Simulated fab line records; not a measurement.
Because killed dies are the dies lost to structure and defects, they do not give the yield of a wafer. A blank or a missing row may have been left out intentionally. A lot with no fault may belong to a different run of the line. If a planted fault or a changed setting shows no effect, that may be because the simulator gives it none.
The same fault as seen by 2 desks ; flow rit_cmos ; each desk holds nothing but its own numbers, with what lay behind them at the end

## AT THE TOOL OWNER'S DESK: litho_track-04
The tool's own readings at RIT_CONTACT_DEVELOP_07 (develop time 120 s): means of the sampled wafers that have a number, for each lot that ran on this tool. Any lot whose mean is over 4 standard deviations away from the usual mean is out of limits and marked OUT; that distance is given in the brackets.
Columns: A = chill_plate_temp_C at RIT_CONTACT_DEVELOP_07, usual 22.96 C; B = resist_line_temp_C at RIT_CONTACT_DEVELOP_07, usual 23.04 C
lot;first seen here;A;B
L921;day 6 08:00;22.92;23.02
L923;day 6 18:00;23.01;23.10
L929;day 8 15:00;22.87;22.95
This desk's finding: nothing out of limits on any of the 3 lots.

## THE METROLOGY DESK
What the gauges read for every lot (on any tool): the sampled wafers with a number, averaged. Any lot whose mean is over 4 standard deviations away from the usual mean is out of limits and marked OUT; that distance is given in the brackets.
Columns: A = NSD_TW at RIT_NSD_TW_MEAS_10, usual 3139; B = NSD_RS at RIT_SDANNEAL_RS_MEAS_05, usual 83.68 ohm/sq
lot;first seen here;A;B
L906;day 3 03:11;3142;83.41
L907;day 3 06:13;3126;84.08
L908;day 3 11:13;3103;83.52
L909;day 3 15:29;3135;83.83
L919;day 5 20:10;3132;83.44
L920;day 5 22:45;3152;83.87
L921;day 6 04:34;3171;83.68
L922;day 6 09:50;3136;83.38
L923;day 6 14:10;3130;83.33
L924;day 6 23:46;3169;83.67
L925;day 7 07:44;3180;83.64
L927;day 7 14:58;3180;83.99
L928;day 7 23:12;3167;83.82
L929;day 8 11:10;3111;83.55
This desk's finding: nothing out of limits on any of the 14 lots.

## BROUGHT TOGETHER
Nothing out of limits was seen by the tool owner's desk.
At the metrology desk, nothing out of limits was observed.

## WHAT THE SIMULATOR HAD INSERTED
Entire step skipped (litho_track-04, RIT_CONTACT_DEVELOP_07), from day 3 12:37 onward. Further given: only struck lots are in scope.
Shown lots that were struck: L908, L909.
